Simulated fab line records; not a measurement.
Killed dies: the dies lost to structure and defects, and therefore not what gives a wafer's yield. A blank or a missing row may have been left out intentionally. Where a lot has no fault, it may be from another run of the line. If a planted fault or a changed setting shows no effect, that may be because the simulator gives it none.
Check for tools in common -- flow berkeley-cmos170 -- 14 lots and 42 wafers in the sample

## REASON IT WAS OPENED
2 of 14 lots carry a flag on the reading PSD_TW at UCB170_PSD_TW_MEAS_10. No-fault wafers: 2328, standard deviation 27.
Rule: a lot is flagged when every wafer of it that has a number lies more than 4 standard deviations from that mean, or none has a number. The other lots count as sound.

lot,measured,on,"PSD_TW, wafer by wafer",flag
L471,day 7 08:58,film-metro-04,2350 2363 2359,
L474,day 8 11:50,film-metro-04,2344 2345 2338,
L475,day 8 12:06,film-metro-02,2302 2300 2299,
L476,day 8 17:02,film-metro-02,1900 1904 1909,FLAGGED
L478,day 8 17:19,film-metro-01,2322 2319 2342,
L481,day 9 07:55,film-metro-04,2357 2347 2348,
L479,day 9 08:46,film-metro-01,1926 1925 1940,FLAGGED
L485,day 10 19:49,film-metro-04,2363 2343 2351,
L486,day 11 08:14,film-metro-04,2346 2351 2348,
L488,day 11 08:19,film-metro-02,2303 2305 2293,
L490,day 12 01:56,film-metro-01,2332 2328 2330,
L491,day 12 07:26,film-metro-04,2355 2356 2354,
L493,day 12 21:58,film-metro-04,2363 2345 2356,
L492,day 12 22:26,film-metro-04,2351 2349 2357,
The mean of the flagged lots' numbers is 1917, -411 from the usual (-15 standard deviations).

## TOOL THAT RAN EACH LOT
Before the reading, the record contains 2 process steps out of a 331-step route. Cell contents, in order: the tool; ch with the chambers the sampled wafers went through; the start.
lot,flag,UCB170_PSD_IMPLANT_08,UCB170_PSD_STRIP_09
L471,,"implanter-02 ch 0, day 7 08:43","plasma-asher-03 ch 0,1, day 7 08:52"
L474,,"implanter-02 ch 0, day 8 11:37","plasma-asher-01 ch 0,1, day 8 11:45"
L475,,"implanter-03 ch 0, day 8 11:51","plasma-asher-03 ch 0,1, day 8 12:00"
L476,FLAGGED,"implanter-02 ch 0, day 8 16:47","plasma-asher-01 ch 0,1, day 8 16:56"
L478,,"implanter-01 ch 0, day 8 17:06","plasma-asher-03 ch 0,1, day 8 17:13"
L481,,"implanter-03 ch 0, day 9 07:41","plasma-asher-03 ch 0,1, day 9 07:49"
L479,FLAGGED,"implanter-02 ch 0, day 9 08:31","plasma-asher-01 ch 0,1, day 9 08:40"
L485,,"implanter-01 ch 0, day 10 19:34","plasma-asher-01 ch 0,1, day 10 19:43"
L486,,"implanter-01 ch 0, day 11 07:53","plasma-asher-03 ch 0,1, day 11 08:08"
L488,,"implanter-03 ch 0, day 11 08:04","plasma-asher-04 ch 0,1, day 11 08:13"
L490,,"implanter-02 ch 0, day 12 01:43","plasma-asher-03 ch 0,1, day 12 01:50"
L491,,"implanter-03 ch 0, day 12 07:13","plasma-asher-04 ch 0,1, day 12 07:20"
L493,,"implanter-02 ch 0, day 12 21:44","plasma-asher-04 ch 0,1, day 12 21:51"
L492,,"implanter-03 ch 0, day 12 22:13","plasma-asher-01 ch 0,1, day 12 22:20"
What is done by these steps:
- UCB170_PSD_IMPLANT_08
- UCB170_PSD_STRIP_09: strips in O2.
- UCB170_PSD_TW_MEAS_10

## FLAGGED OVER TOTAL, TOOL BY TOOL (the gauges that took the reading come last)
step,tool,lots run,flagged,share of the flagged lots,sound lots run after its first flagged lot
UCB170_PSD_IMPLANT_08,implanter-01,3,0,none,-
UCB170_PSD_IMPLANT_08,implanter-02,6,2,all,"2 (L490,L493)"
UCB170_PSD_IMPLANT_08,implanter-03,5,0,none,-
UCB170_PSD_STRIP_09,plasma-asher-01,5,2,all,"2 (L485,L492)"
UCB170_PSD_STRIP_09,plasma-asher-03,6,0,none,-
UCB170_PSD_STRIP_09,plasma-asher-04,3,0,none,-
UCB170_PSD_TW_MEAS_10,film-metro-01,3,1,some,1 (L490)
UCB170_PSD_TW_MEAS_10,film-metro-02,3,1,some,1 (L488)
UCB170_PSD_TW_MEAS_10,film-metro-04,8,0,none,-

## WHAT IS ALLOWED BY THE TABLE
Every flagged lot went through 2 rows of the table: implanter-02 at UCB170_PSD_IMPLANT_08 and plasma-asher-01 at UCB170_PSD_STRIP_09.
- implanter-02 at UCB170_PSD_IMPLANT_08 ran 6 lots, 2 of them flagged. After the first flagged lot (L490, L493), sound lots still ran on it; a lasting fault on the whole tool would not permit that. Its own readings (dose-ions-cm2, end-station-pressure-torr, faraday-current-uA) fall more than 4 standard deviations out on all wafers of the flagged lots.
- plasma-asher-01 at UCB170_PSD_STRIP_09 ran 5 lots, 2 of them flagged. After the first flagged lot (L485, L492), sound lots still ran on it; a lasting fault on the whole tool would not permit that. Its own readings (oes-product-au, strip-time-to-endpoint-s) fall more than 4 standard deviations out on all wafers of the flagged lots.
Every row of the table either missed a flagged lot or ran a sound lot after the first.

## WHAT THE SIMULATOR HAD PUT IN
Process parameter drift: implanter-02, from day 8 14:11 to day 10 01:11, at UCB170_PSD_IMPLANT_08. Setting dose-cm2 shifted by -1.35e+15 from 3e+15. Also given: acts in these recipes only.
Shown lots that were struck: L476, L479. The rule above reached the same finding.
